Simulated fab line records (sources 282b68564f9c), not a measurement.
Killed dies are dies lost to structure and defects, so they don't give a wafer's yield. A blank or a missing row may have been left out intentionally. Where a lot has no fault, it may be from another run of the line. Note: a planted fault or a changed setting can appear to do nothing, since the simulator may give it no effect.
fab line records	flow rit_cmos
record lots=5	wafers=15	last_day=6
route steps=202 shown SILICIDE@167 CONTACT@168 M1@184
lots untouched by any fault: they come from a run of this same line in which no faults occurred
start_h: the number of hours between the record's first day and the start of the first shown wafer of the lot	wait_h: how many hours have passed since the lot's step before this one	" as in the row above	L1.1+2: one row covering several wafers at once	- value missing, or start not given	* or withheld: withheld	< > ~ a bound
route shown NAME@n: names a module that has steps shown in the file, with the first one's number in the route	usual: mean/standard deviation of fault-free wafers	same: alike in all rows	chamber/n: place in a boat	sites: the reading at each site	_std_site: the standard deviation of these	_edge_site: the outer-site mean with the inner-site mean subtracted	radius_mm: how far each site lies from the wafer's centre	mask NAME#n: copy n	behind: tool/chamber where the wafer was last shaped	hold: why the lot went on hold/how many hours it stayed there/how the hold came to an end	device: whichever transistor did not switch (one of n, p or np)	end of line: at the end of the route, the tests of the same wafers	a step with no rows: only its recipe	killed: dies lost to structure and defects at the first sort, not the wafer's yield	map: per-die view of a wafer (x killed, . not killed, _ where there is no die)
set.NAME: the setting that was run; set.NAME@STEP: the one run at that earlier step	model.NAME: the simulator's own value behind a step, which no gauge read
lots seen at some steps along the route; tables by step, rows by wafer
services: from which hour (start_h, from the record's first day; less than 0 if before it) a tool's chamber was out of use, for how many hours, and why
## steps
# step RIT_SILICIDE_RTA_06
# recipe temp_c=750	time_s=10	idle_temp_c=25	ramp_up_s=5	ramp_down_s=10	cool_to_c=25	ambient=N2
# usual wafer_temp_C_max=754.1/1.6
lot.wafer	tool	chamber	start_h	wait_h	wafer_temp_C_max
L078.1	rtp_anneal-02	0	75.16	0.0	757.7
L078.3	"	0	"	"	755.9
L078.4	"	0	"	"	754.9
L083.2	rtp_anneal-01	0	95.50	0.0	753.5
L083.3	"	0	"	"	753.1
L083.6	"	0	"	"	753.7
L084.1	rtp_anneal-02	0	101.37	0.0	754.7
L084.4	"	0	"	"	756.5
L084.6	"	0	"	"	755.3
L088.3	rtp_anneal-02	0	122.58	0.0	753.2
L088.4	"	0	"	"	755.0
L088.5	"	0	"	"	755.0
L092.1	rtp_anneal-02	0	142.52	0.0	754.5
L092.4	"	0	"	"	753.4
L092.5	"	0	"	"	755.3
# step RIT_CONTACT_CVD_00
# recipe material=SiO2	target_thk_nm=400	precursor=TEOS	temp_c=390	time_s=61	rf_w=400
# usual heater_power_w=321/63
lot.wafer	tool	chamber	start_h	wait_h	heater_power_w
L078.1	pecvd-01	2	75.23	0.1	365
L078.3	"	0	"	"	261
L078.4	"	0	"	"	271
L083.2	pecvd-03	2	95.56	0.0	418
L083.3	"	1	"	"	230
L083.6	"	1	"	"	250
L084.1	pecvd-01	0	101.44	0.1	303
L084.4	"	1	"	"	305
L084.6	"	2	"	"	346
L088.3	pecvd-03	2	122.62	0.0	383
L088.4	"	1	"	"	310
L088.5	"	0	"	"	355
L092.1	pecvd-01	1	142.59	0.1	381
L092.4	"	0	"	"	290
L092.5	"	2	"	"	398
# step RIT_CONTACT_THK_MEAS_01
# recipe reads=SiO2_of_CONTACT_CVD_00
# usual CONTACT_TEOS_THK=401/6.3
lot.wafer	tool	chamber	start_h	wait_h	CONTACT_TEOS_THK[nm]
L078.1	film_metro-03	-	75.28	0.0	396
L078.3	"	-	"	"	403
L078.4	"	-	"	"	409
L083.2	film_metro-01	-	95.62	0.0	394
L083.3	"	-	"	"	404
L083.6	"	-	"	"	415
L084.1	film_metro-01	-	101.49	0.0	407
L084.4	"	-	"	"	408
L084.6	"	-	"	"	408
L088.3	film_metro-01	-	122.69	0.0	391
L088.4	"	-	"	"	409
L088.5	"	-	"	"	397
L092.1	film_metro-01	-	142.64	0.0	395
L092.4	"	-	"	"	403
L092.5	"	-	"	"	403
# step RIT_CONTACT_HMDS_02
# recipe prime_time_s=60	prime_temp_c=140
lot.wafer	tool	chamber	start_h	wait_h
L078.1+3+4	litho_track-02	0	75.43	0.1
L083.2+3+6	litho_track-04	0	95.69	0.1
L084.1+4+6	litho_track-03	0	101.55	0.1
L088.3+4+5	litho_track-04	0	122.78	0.1
L092.1+4+5	litho_track-04	0	142.70	0.1
# step RIT_CONTACT_COAT_03
# recipe resist=NOVOLAK	spin_rpm=3250	resist_thk_nm=1000
# usual spin_speed_rpm=3250.0/2.1
lot.wafer	tool	chamber	start_h	wait_h	spin_speed_rpm
L078.1	litho_track-02	0	75.58	0.1	3250.6
L078.3	"	0	"	"	3251.8
L078.4	"	0	"	"	3248.1
L083.2	litho_track-04	0	95.84	0.1	3249.6
L083.3	"	0	"	"	3249.6
L083.6	"	0	"	"	3247.2
L084.1	litho_track-03	0	101.70	0.1	3251.2
L084.4	"	0	"	"	3250.9
L084.6	"	0	"	"	3248.6
L088.3	litho_track-04	0	122.93	0.1	3251.1
L088.4	"	0	"	"	3248.4
L088.5	"	0	"	"	3249.8
L092.1	litho_track-04	0	142.85	0.1	3248.7
L092.4	"	0	"	"	3251.4
L092.5	"	0	"	"	3247.9
# step RIT_CONTACT_SOFTBAKE_04
# recipe resist=NOVOLAK	temp_c=90	time_s=60
lot.wafer	tool	chamber	start_h	wait_h
L078.1+3+4	litho_track-02	0	75.73	0.1
L083.2+3+6	litho_track-04	0	95.99	0.1
L084.1+4+6	litho_track-03	0	101.85	0.1
L088.3+4+5	litho_track-04	0	123.08	0.1
L092.1+4+5	litho_track-04	0	143.00	0.1
# step RIT_CONTACT_EXPOSE_05
# recipe mask_id=M11	na=0.6	source_shape=conventional	sigma_outer=0.5	target_cd_nm=1000	dose_mj=250
# same na=0.6
lot.wafer	tool	chamber	start_h	wait_h	mask
L078.1+3+4	iline_stepper-01	0	76.00	0.2	M11#0
L083.2+3+6	iline_stepper-02	0	96.14	0.1	M11#0
L084.1+4+6	iline_stepper-01	0	102.12	0.2	M11#0
L088.3+4+5	iline_stepper-01	0	123.22	0.1	M11#0
L092.1+4+5	iline_stepper-02	0	143.27	0.2	M11#0
# step RIT_CONTACT_PEB_06
# recipe resist=NOVOLAK	temp_c=withheld	time_s=withheld
lot.wafer	tool	chamber	start_h	wait_h
L078.1+3+4	litho_track-02	0	76.12	0.1
L083.2+3+6	litho_track-04	0	96.26	0.1
L084.1+4+6	litho_track-04	0	102.24	0.1
L088.3+4+5	litho_track-03	0	123.35	0.1
L092.1+4+5	litho_track-04	0	143.39	0.1
# step RIT_CONTACT_DEVELOP_07
# recipe resist=NOVOLAK	develop_time_s=120	dev_temp_c=23
lot.wafer	tool	chamber	start_h	wait_h
L078.1+3+4	litho_track-02	0	-	-
L083.2+3+6	litho_track-04	0	-	-
L084.1+4+6	litho_track-04	0	-	-
L088.3+4+5	litho_track-03	0	-	-
L092.1+4+5	litho_track-04	0	-	-
# step RIT_CONTACT_CD_MEAS_08
# recipe target_cd_nm=1000
# usual cd_nm=999.5/2
lot.wafer	tool	chamber	start_h	wait_h	cd_nm
L078.1	cd_sem-01	-	76.52	-	1001.4
L078.3	"	-	"	"	1000.5
L078.4	"	-	"	"	1000.7
L083.2	cd_sem-01	-	96.66	-	999.4
L083.3	"	-	"	"	1000.7
L083.6	"	-	"	"	1000.9
L084.1	cd_sem-02	-	102.64	-	1000.2
L084.4	"	-	"	"	999.4
L084.6	"	-	"	"	999.0
L088.3	cd_sem-01	-	123.74	-	1001.9
L088.4	"	-	"	"	1000.9
L088.5	"	-	"	"	1001.4
L092.1	cd_sem-02	-	143.79	-	1000.5
L092.4	"	-	"	"	1000.9
L092.5	"	-	"	"	1002.3
# step RIT_CONTACT_OVL_MEAS_09
# usual CONTACT_OVL=0.0/1.3
lot.wafer	tool	chamber	start_h	wait_h	CONTACT_OVL[nm]
L078.1	overlay-02	-	76.64	0.1	-1.1
L078.3	"	-	"	"	-1.0
L078.4	"	-	"	"	1.2
L083.2	overlay-02	-	96.76	0.1	-0.5
L083.3	"	-	"	"	-0.8
L083.6	"	-	"	"	-1.7
L084.1	overlay-01	-	102.76	0.1	1.0
L084.4	"	-	"	"	1.8
L084.6	"	-	"	"	1.5
L088.3	overlay-02	-	123.83	0.1	2.5
L088.4	"	-	"	"	3.1
L088.5	"	-	"	"	3.2
L092.1	overlay-02	-	143.91	0.1	-0.4
L092.4	"	-	"	"	-1.7
L092.5	"	-	"	"	-0.2
# step RIT_CONTACT_HARDBAKE_10
# recipe resist=NOVOLAK	temp_c=140	time_s=60
lot.wafer	tool	chamber	start_h	wait_h
L078.1+3+4	litho_track-03	0	76.67	0.0
L083.2+3+6	litho_track-04	0	96.82	0.0
L084.1+4+6	litho_track-02	0	102.80	0.0
L088.3+4+5	litho_track-03	0	123.91	0.1
L092.1+4+5	litho_track-02	0	143.94	0.0
# step RIT_CONTACT_ETCH_11
# recipe target_depth_a=4800	over_etch_frac=0.2	stop_on=TiSi2	chemistry=CHF3/CF4/Ar	target=SiO2	CHF3_flow_sccm=50	cf4_flow_sccm=10	Ar_flow_sccm=100	O2_flow_sccm=5	pressure_mtorr=100	rf_w=200	time_s=320
# usual O2_flow_sccm=5.001/0.014	drypump_motor_current_A=5.5/0.51	oes_product_au=0.983/0.015	throttle_valve_pct=8.83/0.13
lot.wafer	tool	chamber	start_h	wait_h	O2_flow_sccm	drypump_motor_current_A	oes_product_au	rf_hours_counter_h	throttle_valve_pct
L078.1	rie_diel-02	2	76.82	0.1	5.003	5.3	0.964	8	8.59
L078.3	"	0	"	"	5.008	5.3	0.974	101	9.01
L078.4	"	1	"	"	5.004	5.3	0.963	0	8.80
L083.2	rie_diel-03	2	96.94	0.1	4.970	5.9	1.003	81	8.93
L083.3	"	3	"	"	4.976	5.2	0.976	43	8.72
L083.6	"	1	"	"	4.990	5.1	0.974	-	8.70
L084.1	rie_diel-01	2	102.95	0.1	4.998	6.2	0.999	39	8.94
L084.4	"	0	"	"	5.001	5.9	1.002	7	8.83
L084.6	"	3	"	"	5.000	4.8	0.991	-	8.77
L088.3	rie_diel-02	2	124.01	0.1	4.980	5.3	0.965	9	8.58
L088.4	"	0	"	"	5.007	5.3	0.976	102	8.99
L088.5	"	1	"	"	4.989	5.3	0.958	-	8.80
L092.1	rie_diel-02	2	144.09	0.1	4.998	5.3	0.960	9	8.59
L092.4	"	0	"	"	4.984	5.3	0.974	102	9.01
L092.5	"	2	"	"	4.981	5.3	0.959	-	8.58
# step RIT_CONTACT_STRIP_12
# recipe chemistry=O2	time_s=180	resist=NOVOLAK	platen_temp_c=withheld	power_w=500	pressure_mtorr=4000	o2_flow_sccm=4000
# usual drypump_motor_current_A=6.0/0.5
lot.wafer	tool	chamber	start_h	wait_h	drypump_motor_current_A	rf_hours_counter_h
L078.1	plasma_asher-04	0	77.02	0.1	6.0	43
L078.3	"	1	"	"	5.4	-
L078.4	"	0	"	"	6.0	-
L083.2	plasma_asher-04	0	97.14	0.1	6.0	45
L083.3	"	1	"	"	5.4	-
L083.6	"	1	"	"	5.4	-
L084.1	plasma_asher-02	0	103.14	0.1	6.1	32
L084.4	"	1	"	"	6.4	-
L084.6	"	1	"	"	6.4	-
L088.3	plasma_asher-02	0	124.26	0.2	6.1	-
L088.4	"	1	"	"	6.4	-
L088.5	"	0	"	"	6.1	-
L092.1	plasma_asher-02	0	144.29	0.1	6.1	37
L092.4	"	1	"	"	6.4	-
L092.5	"	1	"	"	6.4	-
# step RIT_CONTACT_CD_MEAS_90
# recipe target_cd_nm=1000
# usual cd_nm=999.6/2.1
lot.wafer	tool	chamber	start_h	wait_h	cd_nm
L078.1	cd_sem-02	-	77.19	0.1	1000.9
L078.3	"	-	"	"	1001.5
L078.4	"	-	"	"	1000.4
L083.2	cd_sem-02	-	97.33	0.1	998.8
L083.3	"	-	"	"	1000.0
L083.6	"	-	"	"	1001.2
L084.1	cd_sem-01	-	103.32	0.1	1000.0
L084.4	"	-	"	"	999.3
L084.6	"	-	"	"	999.1
L088.3	cd_sem-01	-	124.42	0.1	1001.7
L088.4	"	-	"	"	1001.9
L088.5	"	-	"	"	1001.8
L092.1	cd_sem-02	-	144.46	0.1	1000.9
L092.4	"	-	"	"	1001.8
L092.5	"	-	"	"	1002.2
# step RIT_CONTACT_CLEAN_13
# recipe chemistry=SC1	mix=3:3:50	time_s=600	temp_c=75
lot.wafer	tool	chamber	start_h	wait_h
L078.1+3+4	wet_bench-02	3	77.31	0.1
L083.2+3+6	wet_bench-02	1	97.43	0.1
L084.1+4+6	wet_bench-04	0	103.44	0.1
L088.3+4+5	wet_bench-04	2	124.50	0.1
L092.1+4+5	wet_bench-02	3	144.58	0.1
# step RIT_CONTACT_CLEAN_14
# recipe chemistry=SC2	mix=3:3:50	time_s=600	temp_c=75	dry=n2_spin
lot.wafer	tool	chamber	start_h	wait_h
L078.1+3+4	wet_bench-04	3	77.49	0.0
L083.2+3+6	wet_bench-01	1	97.61	0.0
L084.1+4+6	wet_bench-04	2	103.61	0.0
L088.3+4+5	wet_bench-04	1	124.85	0.0
L092.1+4+5	wet_bench-04	2	144.76	0.0
# step RIT_M1_SPUTTER_00
# recipe material=Al	target_thk_nm=400	power_w=2000	chamber_pressure_pa=0.4	gas=Ar	time_s=500	substrate_temp_c=25
# usual cathode_dc_power_W=2000.0/0.36	throttle_valve_pct=30.0/0.75
lot.wafer	tool	chamber	start_h	wait_h	cathode_dc_power_W	throttle_valve_pct
L078.1	pvd_sputter-03	-	77.66	0.0	1999.8	29.8
L078.3	"	-	"	"	2000.3	29.4
L078.4	"	-	"	"	2000.3	29.0
L083.2	pvd_sputter-02	-	97.96	0.0	2000.2	30.9
L083.3	"	-	"	"	1999.5	29.7
L083.6	"	-	"	"	1999.7	29.6
L084.1	pvd_sputter-02	-	103.79	0.0	2000.1	29.6
L084.4	"	-	"	"	1999.7	29.6
L084.6	"	-	"	"	2000.2	29.5
L088.3	pvd_sputter-02	-	125.20	0.0	2000.5	31.6
L088.4	"	-	"	"	2000.4	29.5
L088.5	"	-	"	"	1999.6	31.7
L092.1	pvd_sputter-02	-	144.95	0.0	2000.3	29.5
L092.4	"	-	"	"	2000.0	29.7
L092.5	"	-	"	"	1999.7	29.9
# step RIT_M1_RS_MEAS_01
# recipe thk_meas_gauge=four-point-probe	reads=Al_of_M1_SPUTTER_00
# usual M1_AL_RS=0.0730/0.00067
lot.wafer	tool	chamber	start_h	wait_h	M1_AL_RS[ohm/sq]
L078.1	film_metro-04	-	77.96	0.1	0.0729
L078.3	"	-	"	"	0.0737
L078.4	"	-	"	"	0.0735
L083.2	film_metro-04	-	98.27	0.2	0.0727
L083.3	"	-	"	"	0.0723
L083.6	"	-	"	"	0.0729
L084.1	film_metro-02	-	104.08	0.1	0.0735
L084.4	"	-	"	"	0.0723
L084.6	"	-	"	"	0.0736
L088.3	film_metro-01	-	125.53	0.2	0.0729
L088.4	"	-	"	"	0.0734
L088.5	"	-	"	"	0.0725
L092.1	film_metro-02	-	145.24	0.1	0.0734
L092.4	"	-	"	"	0.0729
L092.5	"	-	"	"	0.0728
# step RIT_M1_THK_MEAS_02
# recipe thk_meas_gauge=xrf	reads=Al_of_M1_SPUTTER_00
# usual M1_AL_THK=405/3.8
lot.wafer	tool	chamber	start_h	wait_h	M1_AL_THK[nm]
L078.1	film_metro-04	-	78.08	0.1	403
L078.3	"	-	"	"	401
L078.4	"	-	"	"	399
L083.2	film_metro-04	-	98.38	0.1	401
L083.3	"	-	"	"	406
L083.6	"	-	"	"	402
L084.1	film_metro-02	-	104.20	0.1	402
L084.4	"	-	"	"	407
L084.6	"	-	"	"	401
L088.3	film_metro-01	-	125.63	0.1	410
L088.4	"	-	"	"	407
L088.5	"	-	"	"	411
L092.1	film_metro-02	-	145.36	0.1	403
L092.4	"	-	"	"	406
L092.5	"	-	"	"	405
# step RIT_M1_HMDS_03
# recipe prime_time_s=60	prime_temp_c=140
lot.wafer	tool	chamber	start_h	wait_h
L078.1+3+4	litho_track-02	0	78.14	0.1
L083.2+3+6	litho_track-02	0	98.46	0.1
L084.1+4+6	litho_track-01	0	104.26	0.1
L088.3+4+5	litho_track-01	0	125.72	0.1
L092.1+4+5	litho_track-01	0	145.42	0.1
# step RIT_M1_COAT_04
# recipe resist=NOVOLAK	spin_rpm=2000	resist_thk_nm=1300
# usual spin_speed_rpm=1999.9/1.3
lot.wafer	tool	chamber	start_h	wait_h	spin_speed_rpm
L078.1	litho_track-02	0	78.29	0.1	1998.9
L078.3	"	0	"	"	1999.6
L078.4	"	0	"	"	2001.9
L083.2	litho_track-02	0	98.61	0.1	1999.6
L083.3	"	0	"	"	1999.5
L083.6	"	0	"	"	1999.6
L084.1	litho_track-01	0	104.41	0.1	1999.2
L084.4	"	0	"	"	1999.8
L084.6	"	0	"	"	1999.5
L088.3	litho_track-01	0	125.87	0.1	2001.2
L088.4	"	0	"	"	2000.4
L088.5	"	0	"	"	2000.1
L092.1	litho_track-01	0	145.57	0.1	2000.7
L092.4	"	0	"	"	2001.4
L092.5	"	0	"	"	2000.8
# step RIT_M1_SOFTBAKE_05
# recipe resist=NOVOLAK	temp_c=90	time_s=60
lot.wafer	tool	chamber	start_h	wait_h
L078.1+3+4	litho_track-02	0	78.44	0.1
L083.2+3+6	litho_track-02	0	98.76	0.1
L084.1+4+6	litho_track-01	0	104.56	0.1
L088.3+4+5	litho_track-01	0	126.02	0.1
L092.1+4+5	litho_track-01	0	145.72	0.1
# step RIT_M1_EXPOSE_06
# recipe mask_id=M12	na=0.6	source_shape=conventional	sigma_outer=0.5	target_cd_nm=2600	dose_mj=250
# same na=0.6
lot.wafer	tool	chamber	start_h	wait_h	mask
L078.1+3+4	iline_stepper-01	0	78.59	0.1	M12#0
L083.2+3+6	iline_stepper-02	0	99.03	0.2	M12#0
L084.1+4+6	iline_stepper-02	0	104.71	0.1	M12#0
L088.3+4+5	iline_stepper-01	0	126.28	0.2	M12#0
L092.1+4+5	iline_stepper-02	0	146.08	0.3	M12#0
# step RIT_M1_PEB_07
# recipe resist=NOVOLAK	temp_c=withheld	time_s=withheld
lot.wafer	tool	chamber	start_h	wait_h
L078.1+3+4	litho_track-02	0	78.70	0.1
L083.2+3+6	litho_track-03	0	99.15	0.1
L084.1+4+6	litho_track-01	0	104.83	0.1
L088.3+4+5	litho_track-03	0	126.41	0.1
L092.1+4+5	litho_track-03	0	146.20	0.1
# step RIT_M1_DEVELOP_08
# recipe resist=NOVOLAK	develop_time_s=68	dev_temp_c=23
lot.wafer	tool	chamber	start_h	wait_h
L078.1+3+4	litho_track-02	0	-	-
L083.2+3+6	litho_track-03	0	-	-
L084.1+4+6	litho_track-01	0	-	-
L088.3+4+5	litho_track-03	0	-	-
L092.1+4+5	litho_track-03	0	-	-
# step RIT_M1_CD_MEAS_09
# recipe target_cd_nm=2600
# usual cd_nm=2600.8/2
lot.wafer	tool	chamber	start_h	wait_h	cd_nm
L078.1	cd_sem-01	-	79.02	-	2598.7
L078.3	"	-	"	"	2595.4
L078.4	"	-	"	"	2594.8
L083.2	cd_sem-01	-	99.46	-	2600.3
L083.3	"	-	"	"	2601.8
L083.6	"	-	"	"	2601.6
L084.1	cd_sem-02	-	105.14	-	2600.6
L084.4	"	-	"	"	2601.2
L084.6	"	-	"	"	2600.0
L088.3	cd_sem-01	-	126.72	-	2599.6
L088.4	"	-	"	"	2600.6
L088.5	"	-	"	"	2600.7
L092.1	cd_sem-01	-	146.51	-	2601.4
L092.4	"	-	"	"	2601.3
L092.5	"	-	"	"	2605.0
# step RIT_M1_OVL_MEAS_10
# usual M1_OVL=-0.2/1.1
lot.wafer	tool	chamber	start_h	wait_h	M1_OVL[nm]
L078.1	overlay-01	-	79.14	0.1	0.4
L078.3	"	-	"	"	1.1
L078.4	"	-	"	"	-0.1
L083.2	overlay-01	-	99.56	0.1	-0.7
L083.3	"	-	"	"	-1.8
L083.6	"	-	"	"	-0.4
L084.1	overlay-01	-	105.26	0.1	-0.4
L084.4	"	-	"	"	0.9
L084.6	"	-	"	"	0.0
L088.3	overlay-01	-	126.81	0.1	0.7
L088.4	"	-	"	"	-1.6
L088.5	"	-	"	"	-1.0
L092.1	overlay-01	-	146.63	0.1	-0.3
L092.4	"	-	"	"	0.6
L092.5	"	-	"	"	0.4
# step RIT_M1_HARDBAKE_11
# recipe resist=NOVOLAK	temp_c=140	time_s=120
lot.wafer	tool	chamber	start_h	wait_h
L078.1+3+4	litho_track-01	0	79.17	0.0
L083.2+3+6	litho_track-02	0	99.63	0.1
L084.1+4+6	litho_track-02	0	105.30	0.0
L088.3+4+5	litho_track-01	0	127.00	0.2
L092.1+4+5	litho_track-03	0	146.67	0.0
# step RIT_M1_METAL_ETCH_12
# recipe stop_on=SiO2	chemistry=Cl2/BCl3	target=Al	time_s=165	over_etch_frac=0.5	pressure_mtorr=100	target_depth_a=6000	rf_w=250	Cl2_flow_sccm=60	bcl3_flow_sccm=50
# usual drypump_motor_current_A=5.83/0.28	mfc_cl2_sccm=60.03/0.19	oes_product_au=0.782/0.01	throttle_valve_pct=8.14/0.13
lot.wafer	tool	chamber	start_h	wait_h	drypump_motor_current_A	mfc_cl2_sccm	oes_product_au	rf_hours_counter_h	throttle_valve_pct
L078.1	rie_metal-02	0	79.42	0.2	6.40	60.30	0.784	2	8.18
L078.3	"	0	"	"	6.39	60.22	0.781	-	8.19
L078.4	"	1	"	"	5.54	59.97	0.775	-	8.13
L083.2	rie_metal-04	0	99.84	0.2	5.79	60.16	0.771	1	7.94
L083.3	"	1	"	"	5.95	60.03	0.787	-	8.32
L083.6	"	0	"	"	5.77	60.01	0.774	-	7.94
L084.1	rie_metal-02	1	105.55	0.2	5.53	59.92	0.776	3	8.15
L084.4	"	1	"	"	5.51	59.67	0.781	-	8.14
L084.6	"	1	"	"	5.52	59.66	0.771	-	8.13
L088.3	rie_metal-04	0	127.22	0.2	5.79	59.92	0.770	-	7.95
L088.4	"	1	"	"	5.95	59.95	0.791	-	8.32
L088.5	"	1	"	"	5.94	59.93	0.789	-	8.33
L092.1	rie_metal-02	1	146.92	0.2	5.57	60.04	0.775	3	8.12
L092.4	"	0	"	"	6.33	59.93	0.784	-	8.19
L092.5	"	1	"	"	5.52	60.28	0.770	-	8.15
# step RIT_M1_STRIP_13
# recipe chemistry=nmp	resist=NOVOLAK	temp_c=80	time_s=600	dry=n2_spin
lot.wafer	tool	chamber	start_h	wait_h
L078.1+3+4	wet_bench-02	1	79.59	0.1
L083.2+3+6	wet_bench-03	0	100.00	0.1
L084.1+4+6	wet_bench-02	1	105.71	0.1
L088.3+4+5	wet_bench-03	0	127.33	0.1
L092.1+4+5	wet_bench-01	0	147.08	0.1
# step RIT_M1_STRIP_14
# recipe chemistry=O2	time_s=180	platen_temp_c=withheld	power_w=500	pressure_mtorr=4000	o2_flow_sccm=4000
# usual drypump_motor_current_A=5.9/0.55
lot.wafer	tool	chamber	start_h	wait_h	drypump_motor_current_A	rf_hours_counter_h
L078.1	plasma_asher-04	1	79.76	0.0	5.4	43
L078.3	"	0	"	"	6.1	-
L078.4	"	1	"	"	5.4	-
L083.2	plasma_asher-04	0	100.18	0.0	6.1	46
L083.3	"	1	"	"	5.5	-
L083.6	"	0	"	"	6.1	-
L084.1	plasma_asher-03	0	105.89	0.0	6.4	44
L084.4	"	0	"	"	6.5	-
L084.6	"	1	"	"	5.6	-
L088.3	plasma_asher-01	0	127.57	0.1	6.6	-
L088.4	"	1	"	"	5.0	-
L088.5	"	1	"	"	5.0	-
L092.1	plasma_asher-01	1	147.43	0.0	5.1	51
L092.4	"	1	"	"	5.1	-
L092.5	"	0	"	"	6.6	-
# step RIT_M1_CD_MEAS_90
# recipe target_cd_nm=2600
# usual cd_nm=2601/3.1
lot.wafer	tool	chamber	start_h	wait_h	cd_nm
L078.1	cd_sem-01	-	79.94	0.1	2600
L078.3	"	-	"	"	2596
L078.4	"	-	"	"	2599
L083.2	cd_sem-01	-	100.37	0.1	2602
L083.3	"	-	"	"	2600
L083.6	"	-	"	"	2605
L084.1	cd_sem-02	-	106.06	0.1	2603
L084.4	"	-	"	"	2607
L084.6	"	-	"	"	2603
L088.3	cd_sem-01	-	127.72	0.1	2602
L088.4	"	-	"	"	2599
L088.5	"	-	"	"	2600
L092.1	cd_sem-02	-	147.60	0.1	2605
L092.4	"	-	"	"	2605
L092.5	"	-	"	"	2608
# step RIT_M1_ANNEAL_15
# recipe temp_c=450	time_s=1800	ambient=forming_gas_H2N2
# usual spike_tc_load_C=469/3
lot.wafer	tool	chamber	start_h	wait_h	spike_tc_load_C
L078.1	-	-	80.06	0.1	466
L078.3	"	-	"	"	464
L078.4	"	-	"	"	465
L083.2	-	-	102.05	1.7	471
L083.3	"	-	"	"	472
L083.6	"	-	"	"	471
L084.1	-	-	106.18	0.1	471
L084.4	"	-	"	"	471
L084.6	"	-	"	"	472
L088.3	-	-	127.80	0.1	467
L088.4	"	-	"	"	466
L088.5	"	-	"	"	466
L092.1	-	-	147.72	0.1	472
L092.4	"	-	"	"	471
L092.5	"	-	"	"	473
# step RIT_M1_BOW_MEAS_16
# recipe mode=bow
# usual M1_BOW=17/7.1
lot.wafer	tool	chamber	start_h	wait_h	M1_BOW[um]
L078.1	film_metro-01	-	81.56	0.0	24
L078.3	"	-	"	"	6
L078.4	"	-	"	"	23
L083.2	film_metro-01	-	103.57	0.0	13
L083.3	"	-	"	"	12
L083.6	"	-	"	"	21
L084.1	film_metro-02	-	107.68	0.0	16
L084.4	"	-	"	"	19
L084.6	"	-	"	"	19
L088.3	film_metro-02	-	129.34	0.0	25
L088.4	"	-	"	"	25
L088.5	"	-	"	"	11
L092.1	film_metro-01	-	149.22	0.0	5
L092.4	"	-	"	"	14
L092.5	"	-	"	"	5
## services
tool	chamber	start_h	hours	kind
furnace-04	-	58.82	3.7	pm
rie_diel-02	1	59.75	-	clean
rie_diel-02	1	59.75	12.9	scheduled_down
rie_diel-02	1	59.75	12.9	vent_cycle
iline_stepper-01	0	82.56	-	calibration
pecvd-03	-	90.98	2.8	pm
rie_metal-02	0	91.56	1.2	repair
rie_diel-01	-	98.85	2.4	repair
plasma_asher-03	-	99.70	4.1	repair
pvd_sputter-03	-	102.09	3.1	repair
plasma_asher-04	-	108.75	9.0	pm
plasma_asher-04	0	108.75	9.0	vent_cycle
plasma_asher-04	1	108.75	9.0	vent_cycle
plasma_asher-01	-	112.34	9.9	pm
plasma_asher-04	0	117.75	-	clean
plasma_asher-04	1	117.75	-	clean
iline_stepper-02	-	124.47	1.7	pm
pecvd-01	1	124.70	-	calibration
rie_diel-01	2	131.50	3.7	repair
iline_stepper-01	-	145.82	2.1	pm
## key
fault none
